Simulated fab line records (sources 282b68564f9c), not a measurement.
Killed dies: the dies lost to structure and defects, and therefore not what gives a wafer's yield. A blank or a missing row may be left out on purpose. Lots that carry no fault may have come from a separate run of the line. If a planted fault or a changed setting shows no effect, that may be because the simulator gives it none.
fab line records	flow rit-cmos
record: lots: 5	wafers: 15	last-day: 7
route steps=202 shown PSD@150 SDANNEAL@153 NSD@158 PLDD@159 NLDD@160 SILICIDE@161 M1@202
lots that met no fault: taken from a fault-free run of the same line
start-h: hours from the record's first day to the start of the lot's first wafer shown	wait-h: hours elapsed since this lot's preceding step	" the same as in the row above	L1.1+2: a row that stands for several wafers	- either no value or no given start	* or withheld: withheld	< > ~ a bound
route shown NAME@n: NAME is a module with steps in the file, n the number in the route of the first one	usual: average and standard deviation across the fault-free wafers	same: alike in all rows	chamber/n: place in a boat	sites: readings site by site	_std_site: standard deviation across them	_edge_site: the outer-site mean with the inner-site mean subtracted	radius-mm: for every site, how far away it sits from the centre of the wafer	mask NAME#n: copy n	behind: the last tool/chamber to shape the wafer	hold: why the lot went on hold/how many hours it stayed there/how the hold came to an end	device: names the non-switching transistor (n, p or np)	end of line: at the end of the route, the tests of the same wafers	a step with no rows: only its recipe	killed: dies that structure and defects cost at the first sort, which is not the same as the wafer's yield	map: dies across one wafer; x = killed, . = not, _ = none there
set.NAME: the setting the step ran with; set.NAME@STEP: the setting that earlier step ran with	model.NAME: the simulator's own value behind a step, which no gauge read
a table for each step, a row for each wafer; lots at some steps of the route
services: the hour from which a tool's chamber was out of use, counted from the record's first day as start-h (under 0 if before that day), plus the number of hours and why
== steps ==
step: RIT_PSD_IMPLANT_08
recipe: species: BF2	energy-kev: 27	dose-cm2: 4.94e+15	tilt-deg: 7
step: RIT_PSD_STRIP_09
recipe: chemistry: O2	time-s: 180	resist: NOVOLAK	platen-temp-c: withheld	power-w: 500	pressure-mtorr: 4000	o2-flow-sccm: 4000
usual: drypump-motor-current-A: 5.6/0.43
lot.wafer	tool	chamber	start-h	wait-h	drypump-motor-current-A	rf-hours-counter-h
L692.3	plasma-asher-04	1	99.23	0.1	5.5	-
L692.4	"	0	"	"	4.9	-
L692.5	"	0	"	"	4.9	-
L693.2	plasma-asher-04	1	103.53	0.1	5.5	31
L693.3	"	1	"	"	5.5	-
L693.4	"	0	"	"	4.9	-
L698.1	plasma-asher-04	1	129.93	0.1	5.5	34
L698.3	"	1	"	"	5.5	-
L698.4	"	0	"	"	4.9	-
L699.2	plasma-asher-03	1	133.83	0.1	5.5	52
L699.4	"	1	"	"	5.4	-
L699.5	"	0	"	"	5.9	-
L705.3	plasma-asher-04	1	162.99	0.1	5.5	-
L705.4	"	0	"	"	4.9	-
L705.6	"	0	"	"	4.9	-
step: RIT_PSD_TW_MEAS_10
usual: PSD_TW: 3417/48
lot.wafer	tool	chamber	start-h	wait-h	PSD_TW
L692.3	film-metro-04	-	99.37	0.1	3406
L692.4	"	-	"	"	3396
L692.5	"	-	"	"	3394
L693.2	film-metro-03	-	103.71	0.1	3388
L693.3	"	-	"	"	3414
L693.4	"	-	"	"	3401
L698.1	film-metro-04	-	130.11	0.1	3397
L698.3	"	-	"	"	3367
L698.4	"	-	"	"	3394
L699.2	film-metro-04	-	134.01	0.1	3394
L699.4	"	-	"	"	3373
L699.5	"	-	"	"	3382
L705.3	film-metro-03	-	163.13	0.1	3401
L705.4	"	-	"	"	3424
L705.6	"	-	"	"	3398
step: RIT_SDANNEAL_CLEAN_00
recipe: chemistry: SC1	mix: 3:3:50	time-s: 600	temp-c: 75
step: RIT_SDANNEAL_CLEAN_01
recipe: chemistry: dHF	dilution: 50:1	time-s: 30
step: RIT_SDANNEAL_CLEAN_02
recipe: chemistry: SC2	mix: 3:3:50	time-s: 600	temp-c: 75	dry: n2-spin
step: RIT_SDANNEAL_RTA_03
recipe: temp-c: 1050	time-s: 5	idle-temp-c: 600	ramp-up-c-per-s: 342	ramp-down-c-per-s: 171	cool-to-c: 600	ambient: N2
usual: wafer_temp_C_max: 1053.5/1.1
lot.wafer	tool	chamber	start-h	wait-h	wafer_temp_C_max
L692.3	rtp-anneal-02	0	99.80	0.0	1052.8
L692.4	"	0	"	"	1054.7
L692.5	"	0	"	"	1053.1
L693.2	rtp-anneal-01	0	104.14	0.0	1053.7
L693.3	"	0	"	"	1053.9
L693.4	"	0	"	"	1053.1
L698.1	rtp-anneal-02	0	130.55	0.0	1054.5
L698.3	"	0	"	"	1053.3
L698.4	"	0	"	"	1053.3
L699.2	rtp-anneal-01	0	134.44	0.0	1054.9
L699.4	"	0	"	"	1052.6
L699.5	"	0	"	"	1053.4
L705.3	rtp-anneal-01	0	163.57	0.0	1053.8
L705.4	"	0	"	"	1054.2
L705.6	"	0	"	"	1053.1
step: RIT_SDANNEAL_RS_MEAS_04
recipe: thk-meas-gauge: four-point-probe
usual: PSD_RS: 116.0/0.35
lot.wafer	tool	chamber	start-h	wait-h	PSD_RS[ohm/sq]
L692.3	film-metro-03	-	99.88	0.1	115.2
L692.4	"	-	"	"	115.4
L692.5	"	-	"	"	115.6
L693.2	film-metro-04	-	104.21	0.1	116.1
L693.3	"	-	"	"	116.2
L693.4	"	-	"	"	116.3
L698.1	film-metro-03	-	130.61	0.0	115.6
L698.3	"	-	"	"	116.2
L698.4	"	-	"	"	116.0
L699.2	film-metro-03	-	134.51	0.1	116.1
L699.4	"	-	"	"	115.6
L699.5	"	-	"	"	115.8
L705.3	film-metro-03	-	163.65	0.1	115.9
L705.4	"	-	"	"	116.2
L705.6	"	-	"	"	116.0
step: RIT_SDANNEAL_RS_MEAS_05
recipe: thk-meas-gauge: four-point-probe
usual: NSD_RS: 84.49/0.29
lot.wafer	tool	chamber	start-h	wait-h	NSD_RS[ohm/sq]
L692.3	film-metro-03	-	100.00	0.1	84.10
L692.4	"	-	"	"	83.95
L692.5	"	-	"	"	84.19
L693.2	film-metro-04	-	104.33	0.1	84.51
L693.3	"	-	"	"	84.67
L693.4	"	-	"	"	84.48
L698.1	film-metro-03	-	130.73	0.1	84.59
L698.3	"	-	"	"	84.80
L698.4	"	-	"	"	84.84
L699.2	film-metro-03	-	134.63	0.1	84.05
L699.4	"	-	"	"	84.11
L699.5	"	-	"	"	84.19
L705.3	film-metro-03	-	163.77	0.1	84.49
L705.4	"	-	"	"	84.41
L705.6	"	-	"	"	84.54
step: RIT_SDANNEAL_RS_MEAS_06
recipe: thk-meas-gauge: four-point-probe
usual: PLDD_RS: 178.4/0.45
lot.wafer	tool	chamber	start-h	wait-h	PLDD_RS[ohm/sq]
L692.3	film-metro-03	-	100.12	0.1	177.7
L692.4	"	-	"	"	177.2
L692.5	"	-	"	"	177.7
L693.2	film-metro-04	-	104.45	0.1	178.3
L693.3	"	-	"	"	178.2
L693.4	"	-	"	"	178.3
L698.1	film-metro-03	-	130.85	0.1	177.8
L698.3	"	-	"	"	179.0
L698.4	"	-	"	"	178.3
L699.2	film-metro-03	-	134.75	0.1	178.2
L699.4	"	-	"	"	177.8
L699.5	"	-	"	"	178.4
L705.3	film-metro-03	-	163.89	0.1	178.7
L705.4	"	-	"	"	178.7
L705.6	"	-	"	"	178.5
step: RIT_SDANNEAL_RS_MEAS_07
recipe: thk-meas-gauge: four-point-probe
usual: NLDD_RS: 151.5/0.69
lot.wafer	tool	chamber	start-h	wait-h	NLDD_RS[ohm/sq]
L692.3	film-metro-03	-	100.24	0.1	151.4
L692.4	"	-	"	"	151.7
L692.5	"	-	"	"	151.3
L693.2	film-metro-04	-	104.57	0.1	151.6
L693.3	"	-	"	"	151.0
L693.4	"	-	"	"	151.2
L698.1	film-metro-03	-	130.97	0.1	151.7
L698.3	"	-	"	"	151.8
L698.4	"	-	"	"	151.4
L699.2	film-metro-03	-	134.87	0.1	152.0
L699.4	"	-	"	"	152.0
L699.5	"	-	"	"	151.4
L705.3	film-metro-03	-	164.01	0.1	151.0
L705.4	"	-	"	"	150.5
L705.6	"	-	"	"	150.7
step: RIT_SILICIDE_WET_ETCH_00
recipe: chemistry: BOE	target: SiO2	target-depth-nm: 14	time-s: 15	dry: n2-spin	dilution: 10:1	temp-c: 21.5
step: RIT_SILICIDE_SPUTTER_01
recipe: material: Ti	target-thk-nm: 30	power-w: 350	chamber-pressure-pa: 0.6962	gas: Ar	time-s: 240	substrate-temp-c: 25
usual: throttle-valve-pct: 30.0/0.74
lot.wafer	tool	chamber	start-h	wait-h	throttle-valve-pct	model.Ti_of_SILICIDE_SPUTTER_01.thk-nm
L692.3	pvd-sputter-04	-	100.33	0.0	31.2	29.29
L692.4	"	-	"	"	29.8	29.22
L692.5	"	-	"	"	29.9	29.05
L693.2	pvd-sputter-02	-	104.68	0.0	30.7	29.43
L693.3	"	-	"	"	29.6	29.47
L693.4	"	-	"	"	29.0	29.43
L698.1	pvd-sputter-04	-	131.10	0.0	30.9	29.88
L698.3	"	-	"	"	29.6	29.91
L698.4	"	-	"	"	30.0	29.77
L699.2	pvd-sputter-02	-	134.98	0.0	28.9	41.08
L699.4	"	-	"	"	30.6	29.75
L699.5	"	-	"	"	30.7	30.02
L705.3	pvd-sputter-04	-	164.10	0.0	31.0	29.09
L705.4	"	-	"	"	30.0	29.23
L705.6	"	-	"	"	30.2	29.57
step: RIT_SILICIDE_RS_MEAS_02
recipe: thk-meas-gauge: four-point-probe	reads: Ti_of_SILICIDE_SPUTTER_01
usual: SILICIDE_TI_RS: 52.6/0.74
lot.wafer	tool	chamber	start-h	wait-h	SILICIDE_TI_RS[ohm/sq]
L692.3	film-metro-04	-	100.52	0.1	53.6
L692.4	"	-	"	"	53.7
L692.5	"	-	"	"	54.2
L693.2	film-metro-01	-	104.85	0.1	53.2
L693.3	"	-	"	"	53.1
L693.4	"	-	"	"	53.2
L698.1	film-metro-04	-	131.25	0.1	52.3
L698.3	"	-	"	"	52.2
L698.4	"	-	"	"	52.6
L699.2	film-metro-01	-	135.15	0.1	35.0
L699.4	"	-	"	"	52.5
L699.5	"	-	"	"	51.9
L705.3	film-metro-03	-	164.29	0.1	53.8
L705.4	"	-	"	"	53.5
L705.6	"	-	"	"	52.8
step: RIT_SILICIDE_THK_MEAS_03
recipe: thk-meas-gauge: xrf	reads: Ti_of_SILICIDE_SPUTTER_01
usual: SILICIDE_TI_THK: 29.1/0.32
lot.wafer	tool	chamber	start-h	wait-h	SILICIDE_TI_THK[nm]
L692.3	film-metro-04	-	100.62	0.1	28.9
L692.4	"	-	"	"	28.6
L692.5	"	-	"	"	28.6
L693.2	film-metro-01	-	104.96	0.1	28.6
L693.3	"	-	"	"	28.8
L693.4	"	-	"	"	28.7
L698.1	film-metro-04	-	131.37	0.1	29.2
L698.3	"	-	"	"	29.3
L698.4	"	-	"	"	29.4
L699.2	film-metro-01	-	135.26	0.1	40.2
L699.4	"	-	"	"	29.1
L699.5	"	-	"	"	29.4
L705.3	film-metro-03	-	170.67	6.4	28.7
L705.4	"	-	"	"	28.6
L705.6	"	-	"	"	28.9
step: RIT_SILICIDE_RTA_04
recipe: temp-c: 650	time-s: 10	idle-temp-c: 25	ramp-up-s: 5	ramp-down-s: 5	cool-to-c: 25	ambient: N2
usual: wafer_temp_C_max: 652.3/0.62
lot.wafer	tool	chamber	start-h	wait-h	wafer_temp_C_max
L692.3	rtp-anneal-01	0	100.68	0.1	651.9
L692.4	"	0	"	"	652.1
L692.5	"	0	"	"	651.8
L693.2	rtp-anneal-02	0	105.02	0.1	653.3
L693.3	"	0	"	"	652.4
L693.4	"	0	"	"	653.1
L698.1	rtp-anneal-01	0	131.43	0.1	651.8
L698.3	"	0	"	"	652.5
L698.4	"	0	"	"	652.0
L699.2	rtp-anneal-02	0	135.32	0.1	653.1
L699.4	"	0	"	"	652.3
L699.5	"	0	"	"	652.6
L705.3	rtp-anneal-01	0	170.73	0.1	652.1
L705.4	"	0	"	"	652.2
L705.6	"	0	"	"	651.4
step: RIT_M1_PROBE_99
usual: killed-at-contacts: 0.1/0.24	killed-at-front-end: 7.1/2.8	killed-dies: 7.2/2.8	killed-open: 3.6/2.1	killed-short: 3.6/1.9
same: gross-dies: 264	killed_at_M0_to_M3: 0	killed_at_M4_up: 0	killed-at-back-side: 0	killed-at-other: 0
lot.wafer	tool	chamber	start-h	wait-h	killed-at-contacts	killed-at-front-end	killed-dies	killed-open	killed-short	model.etest.nmos_0p15.r-on-ohm-um	model.etest.npoly-line.line-ohm-um	model.etest.contact-pplus.end-ohm-um	model.etest.ppoly-line.line-ohm-um	model.etest.contact-nplus.end-ohm-um	model.etest.ppoly-line.width-nm	model.etest.npoly-line.width-nm	model.etest.npoly-line.rs-ohm-sq
L692.3	prober-02	-	107.46	0.2	0	10	10	8	2	1109	168.1	40.59	161.1	40.38	104	103.8	17.23
L692.4	prober-02	-	107.51	0.2	0	6	6	3	3	1118	170.4	42.31	163.2	40.72	102.3	101.6	17.3
L692.5	prober-02	-	107.56	0.2	0	4	4	2	2	1130	166.8	41.78	159.9	38.99	105.3	104.9	17.39
L693.2	prober-01	-	111.48	0.1	0	7	7	5	2	1156	165.9	41.48	160.5	41.25	103.3	102.2	17.22
L693.3	prober-01	-	111.53	0.2	0	5	5	3	2	1164	166.9	43.4	163.3	41.85	102.6	101.5	17.22
L693.4	prober-01	-	111.58	0.2	0	3	3	0	3	1163	169.6	41.11	162.2	40.12	101.7	101.6	17.36
L698.1	prober-02	-	138.02	0.1	0	3	3	3	0	1140	176.1	43.82	167.3	40.76	98.89	97.95	17.18
L698.3	prober-02	-	138.12	0.2	0	4	4	0	4	1149	171.9	43.57	164.4	41	100.6	100.1	17.06
L698.4	prober-02	-	138.17	0.2	0	7	7	2	5	1144	165.7	43.68	161.2	40.58	102.8	101.9	17.06
L699.2	prober-01	-	142.25	0.1	0	4	4	3	1	1229	156.5	64.47	152.3	57.29	90.96	90.49	14.16
L699.4	prober-01	-	142.35	0.2	0	11	11	5	6	1208	171.4	44.44	164.4	40.21	100.8	100.6	17.13
L699.5	prober-01	-	142.40	0.2	0	9	9	5	4	1197	170.3	44.77	163	42.95	101	100.2	17.06
L705.3	prober-02	-	178.77	0.2	1	7	8	6	2	1160	165.1	40.61	162.6	40.49	104.4	102.9	17.26
L705.4	prober-02	-	178.82	0.2	0	13	13	8	5	1161	165.6	43.35	161	40.05	105.6	105.2	17.43
L705.6	prober-02	-	178.92	0.2	0	7	7	4	3	1160	165.8	42.71	158.1	39.24	105.8	104.8	17.19
killed by level:class
L692.3 FOX1:geometric-particle:open=2 GATE:geometric-particle:open=2 REOX:geometric-particle:open=2 SILICIDE:geometric-particle:open=2 FOX1:geometric-particle:short=1 SILICIDE:geometric-particle:short=1
L692.4 FOX1:geometric-particle:open=2 REOX:geometric-particle:short=2 FOX1:geometric-particle:short=1 REOX:geometric-particle:open=1
L692.5 GATE:geometric-particle:open=2 FOX1:geometric-particle:short=1 GATE:geometric-particle:short=1
L693.2 GATE:geometric-particle:open=2 SPACER:geometric-particle:open=2 FOX1:geometric-particle:open=1 GATE:geometric-particle:short=1 SPACER:geometric-particle:short=1
L693.3 GATE:geometric-particle:short=2 ACTIVE:geometric-particle:open=1 FOX1:geometric-particle:open=1 GATE:geometric-particle:open=1
L693.4 GATE:geometric-particle:short=2 SILICIDE:geometric-particle:short=1
L698.1 FOX1:geometric-particle:open=1 SPACER:geometric-particle:open=1 SILICIDE:geometric-particle:open=1
L698.3 FOX1:geometric-particle:short=1 REOX:geometric-particle:short=1 SPACER:geometric-particle:short=1 SILICIDE:geometric-particle:short=1
L698.4 FOX1:geometric-particle:short=2 FOX1:geometric-particle:open=1 GATE:geometric-particle:open=1 REOX:geometric-particle:short=1 SPACER:geometric-particle:short=1 SILICIDE:geometric-particle:short=1
L699.2 FOX1:geometric-particle:short=1 FOX1:geometric-particle:open=1 FOX2:geometric-particle:open=1 GATE:geometric-particle:open=1
L699.4 FOX2:geometric-particle:short=3 GATE:geometric-particle:open=2 FOX1:geometric-particle:open=1 FOX2:geometric-particle:open=1 GATE:geometric-particle:short=1 REOX:geometric-particle:short=1 SILICIDE:geometric-particle:open=1 SILICIDE:geometric-particle:short=1
L699.5 GATE:geometric-particle:open=3 SPACER:geometric-particle:short=2 FOX2:geometric-particle:short=1 GATE:geometric-particle:short=1 REOX:geometric-particle:open=1 SPACER:geometric-particle:open=1
L705.3 FOX2:geometric-particle:open=2 SPACER:geometric-particle:open=2 FOX1:geometric-particle:short=1 GATE:geometric-particle:short=1 GATE:geometric-particle:open=1 CONTACT:geometric-particle:open=1
L705.4 FOX2:geometric-particle:open=4 FOX1:geometric-particle:short=2 GATE:geometric-particle:short=2 GATE:geometric-particle:open=2 REOX:geometric-particle:open=2 FOX2:geometric-particle:short=1
L705.6 ACTIVE:geometric-particle:open=1 FOX1:geometric-particle:open=1 GATE:geometric-particle:open=1 GATE:geometric-particle:short=1 SPACER:geometric-particle:short=1 SILICIDE:geometric-particle:short=1 SILICIDE:geometric-particle:open=1
== services ==
tool	chamber	start-h	hours	kind
plasma-asher-03	-	96.68	6.2	repair
plasma-asher-03	-	147.66	7.8	repair
pvd-sputter-02	-	147.96	16.7	repair
plasma-asher-03	-	162.77	3.1	repair
== key ==
first-sign: step: RIT_SILICIDE_RS_MEAS_02	reading: SILICIDE_TI_RS	direction: down	sigmas: 24	usual: 52.6	struck: 35.0
effect: step: RIT_SILICIDE_THK_MEAS_03	reading: SILICIDE_TI_THK	direction: up	sigmas: 35	usual: 29.1	struck: 40.2
model-effect: step: RIT_SILICIDE_SPUTTER_01	value: Ti_of_SILICIDE_SPUTTER_01.thk-nm	without: 29.97	struck: 41.08
model-effect: step: RIT_M1_PROBE_99	value: etest.nmos_0p15.r-on-ohm-um	without: 1176	struck: 1229
met-at RIT_SILICIDE_SPUTTER_01
struck-wafers L699.2
tester-left-out L699
onset-between 104.68 134.98
fault: kind: process-parameter-drift	tool: pvd-sputter-02	chamber: -	onset-h: 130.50	steps: RIT_SILICIDE_SPUTTER_01	channel: target-thk-nm	offset: 11.239	shape: step	end-h: 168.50	acts-in: these-recipes-only	stated: 30	scope: struck-wafers-only
tester-left-out: of these lots the tester's yield and bins aren't shown, on N5 and GAA mostly nor the transistor test; their killed dies are dies lost to structure and defects alone, not to doping, threshold or leakage, so they don't give the yield
